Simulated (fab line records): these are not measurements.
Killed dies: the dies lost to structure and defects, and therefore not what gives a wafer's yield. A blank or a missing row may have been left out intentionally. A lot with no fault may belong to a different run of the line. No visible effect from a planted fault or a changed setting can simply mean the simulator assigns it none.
Matching of chambers | flow ritCmos | RIT_GATE_ETCH_19 on rieSi-01: 4 sister chambers
The step etches poly-Si in SF6/CHF3/O2, stops on SiO2, time 165 s, target depth 312.5 nm. 16 wafers are shown with their chamber, then 8 later ones without.

EACH WAFER AND ITS CHAMBER
wafer  | chamber | drypumpMotorCurrentA (A) | throttleValvePct (%) | oesProductAu (a.u.)
L202.2 | 2       | 6.06                     | 10.10                | 0.880
L202.3 | 3       | 5.29                     | 10.17                | 0.868
L202.4 | 0       | 5.35                     | 10.24                | 0.857
L206.1 | 2       | 6.08                     | 10.09                | 0.864
L206.4 | 3       | 5.29                     | 10.19                | 0.855
L206.5 | 0       | 5.37                     | 10.23                | 0.841
L214.2 | 2       | 6.09                     | 10.10                | 0.873
L214.3 | 3       | 5.27                     | 10.19                | 0.866
L214.5 | 1       | 5.84                     | 10.22                | 0.871
L216.3 | 1       | 5.86                     | 10.24                | 0.875
L216.4 | 0       | 5.35                     | 10.22                | 0.856
L216.5 | 0       | 5.35                     | 10.24                | 0.854
L218.2 | 3       | 5.28                     | 10.17                | 0.867
L218.3 | 0       | 5.34                     | 10.24                | 0.864
L218.6 | 3       | 5.29                     | 10.18                | 0.871
L220.2 | 0       | 5.35                     | 10.23                | 0.845

SIGNATURES, as means of the wafers listed above
reading              | chamber 0 | chamber 1 | chamber 2 | chamber 3 | scatter within a chamber
drypumpMotorCurrentA | 5.3517    | 5.8500    | 6.0767    | 5.2840    | 0.0111
throttleValvePct     | 10.2333   | 10.2300   | 10.0967   | 10.1800   | 0.00913
oesProductAu         | 0.85283   | 0.87300   | 0.87233   | 0.86540   | 0.00731
Rule: for a wafer and a chamber, the distance is found by dividing, reading by reading, the gap between the wafer's reading and the chamber's mean by the reading's scatter, squaring, summing and taking the root. The wafer belongs to the nearest chamber; if the next one is less than 2 further off, it can't be placed. The scatter: the root of (the sum of the squares of (reading less its chamber's mean) over the shown wafers, divided by (wafers less chambers)).

WAFERS WITHOUT THEIR CHAMBER
wafer  | drypumpMotorCurrentA (A) | throttleValvePct (%) | oesProductAu (a.u.)
L220.4 | 6.08                     | 10.08                | 0.868
L220.5 | 5.83                     | 10.21                | 0.855
L222.1 | 5.84                     | 10.22                | 0.858
L222.2 | 6.08                     | 10.10                | 0.860
L222.6 | 5.83                     | 10.24                | 0.873
L224.3 | 5.84                     | 10.25                | 0.860
L224.4 | 5.29                     | 10.19                | 0.856
L224.5 | 5.35                     | 10.23                | 0.850

WHICH CHAMBER EACH ONE RAN IN
wafer  | from the rows above | in truth
L220.4 | 2                   | 2
L220.5 | 1                   | 1
L222.1 | 1                   | 1
L222.2 | 2                   | 2
L222.6 | 1                   | 1
L224.3 | 1                   | 1
L224.4 | 3                   | 3
L224.5 | 0                   | 0
8 of 8 placed correctly. Left unplaced by these rows: 0. Placed wrongly: 0.
